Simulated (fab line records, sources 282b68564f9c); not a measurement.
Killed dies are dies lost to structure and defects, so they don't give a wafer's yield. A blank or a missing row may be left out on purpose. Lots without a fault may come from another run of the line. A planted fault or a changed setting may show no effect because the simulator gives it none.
A struck lot beside a sound one | flow rit_cmos | 30 steps out of a route of 202
Sound: wafers L525.1, L525.2, L525.5. Struck: wafers L537.2, L537.3, L537.6. The cause comes at the end.
At each step with rows: each side's tool, then ch and its chambers, then its first start. Under that, the readings that differ: sound wafers | struck wafers | difference of the means | sigmas: that difference in standard deviations of wafers without a fault.
alike: readings whose means differ by less than 2 such deviations, and words and numbers that are the same on both sides. not compared: withheld readings, readings that some wafer has no value for, bounds like >300 that may hide the same value, and numbers for which the record gives no deviation and whose values overlap.
The two part at a step that has a row with sigmas, a row that says differs or no value, or rows on one side only. Numbers that don't overlap but have no deviation are shown without sigmas and don't part them. A reading that every wafer of one side lacks parts them only if that side has two wafers or more.

RIT_FOX2_THK_MEAS_01:
  sound on film_metro-01, day 2 20:12; struck on film_metro-04, day 5 05:53
  alike: FOX2_OXIDE_THK
then, 2 steps without rows for these wafers: RIT_FOX2_CLEAN_02 (cleans in dHF, time 180 s); RIT_FOX2_WET_ETCH_03 (etches Si3N4 in H3PO4, target depth 195 nm, time 2700 s).
RIT_FOX2_THK_MEAS_90:
  sound on film_metro-03, day 2 21:05; struck on film_metro-04, day 5 06:50
  alike: FIELD_OXIDE_LEFT_1_THK
then, 6 steps without rows for these wafers: RIT_NWELL_HMDS_00 (prime time 60 s); RIT_NWELL_COAT_01 (resist thk 1300 nm); RIT_NWELL_SOFTBAKE_02 (time 60 s); RIT_NWELL_EXPOSE_03 (exposes mask M2, target cd 43900 nm); RIT_NWELL_PEB_04; RIT_NWELL_DEVELOP_05 (develop time 68 s).
RIT_NWELL_OVL_MEAS_06:
  sound on overlay-02, day 2 22:08; struck on overlay-01, day 5 07:54
  alike: NWELL_OVL
then, 1 step without rows for these wafers: RIT_NWELL_HARDBAKE_07 (time 120 s).
RIT_NWELL_IMPLANT_08:
  sound on implanter-04 ch 0, day 2 22:26; struck on implanter-04 ch 0, day 5 08:12
  reading            | sound                        | struck                        | difference | sigmas
  dose_ions_cm2      | 5.007e+13 5.01e+13 5.005e+13 | 4.095e+13 4.091e+13 4.098e+13 | -9.127e+12 | -99 or more
  faraday_current_uA | 157 159 159                  | 135 131 134                   | -25        | -8
RIT_NWELL_STRIP_09: strips in O2, time 180 s.
  sound on plasma_asher-03 ch 0,1, day 2 22:35; struck on plasma_asher-02 ch 0,1, day 5 08:20
  alike: drypump_motor_current_A
  not compared: rf_hours_counter_h
RIT_NWELL_TW_MEAS_10:
  sound on film_metro-04, day 2 22:45; struck on film_metro-04, day 5 08:31
  reading  | sound          | struck         | difference | sigmas
  NWELL_TW | 2180 2182 2167 | 2049 2034 2047 | -133       | -7
then, 6 steps without rows for these wafers: RIT_PWELL_HMDS_00 (prime time 60 s); RIT_PWELL_COAT_01 (resist thk 1300 nm); RIT_PWELL_SOFTBAKE_02 (time 60 s); RIT_PWELL_EXPOSE_03 (exposes mask M3, target cd 43700 nm); RIT_PWELL_PEB_04; RIT_PWELL_DEVELOP_05 (develop time 68 s).
RIT_PWELL_OVL_MEAS_06:
  sound on overlay-01, day 2 23:41; struck on overlay-01, day 5 09:27
  alike: PWELL_OVL
then, 2 steps without rows for these wafers: RIT_PWELL_HARDBAKE_07 (time 120 s); RIT_PWELL_IMPLANT_08.
RIT_PWELL_STRIP_09: strips in O2, time 180 s.
  sound on plasma_asher-02 ch 0,1, day 3 00:08; struck on plasma_asher-02 ch 0,1, day 5 09:53
  alike: drypump_motor_current_A
  not compared: rf_hours_counter_h
RIT_PWELL_TW_MEAS_10:
  sound on film_metro-02, day 3 00:18; struck on film_metro-01, day 5 10:04
  reading  | sound       | struck      | difference | sigmas
  PWELL_TW | 967 970 966 | 946 949 948 | -20        | -2
then, 1 step without rows for these wafers: RIT_WELLDRIVE_ANNEAL_00 (time 14700 s).
RIT_WELLDRIVE_RS_MEAS_01: measures by four-point-probe.
  sound on film_metro-01, day 3 05:27; struck on film_metro-01, day 5 17:12
  reading           | sound             | struck            | difference | sigmas
  NWELL_RS (ohm/sq) | 276.0 276.1 276.3 | 310.4 308.7 309.9 | +33.5      | +39
RIT_WELLDRIVE_RS_MEAS_02: measures by four-point-probe.
  sound on film_metro-01, day 3 05:34; struck on film_metro-01, day 5 17:19
  alike: PWELL_RS
RIT_M1_PROBE_99:
  sound on prober-01, day 4 19:04; struck on prober-01, day 7 07:52
  alike: killed_at_contacts, killed_at_front_end, killed_dies, killed_open, killed_short

WHERE THEY PART
First at RIT_NWELL_IMPLANT_08; last, within this record, at RIT_WELLDRIVE_RS_MEAS_01. Later steps at which nothing parts them and some readings are alike: RIT_WELLDRIVE_RS_MEAS_02, RIT_M1_PROBE_99.

WHY: what the simulator had put in
Process parameter drift: implanter-04, from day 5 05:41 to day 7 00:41, at RIT_NWELL_IMPLANT_08. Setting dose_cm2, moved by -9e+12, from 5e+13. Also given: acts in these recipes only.
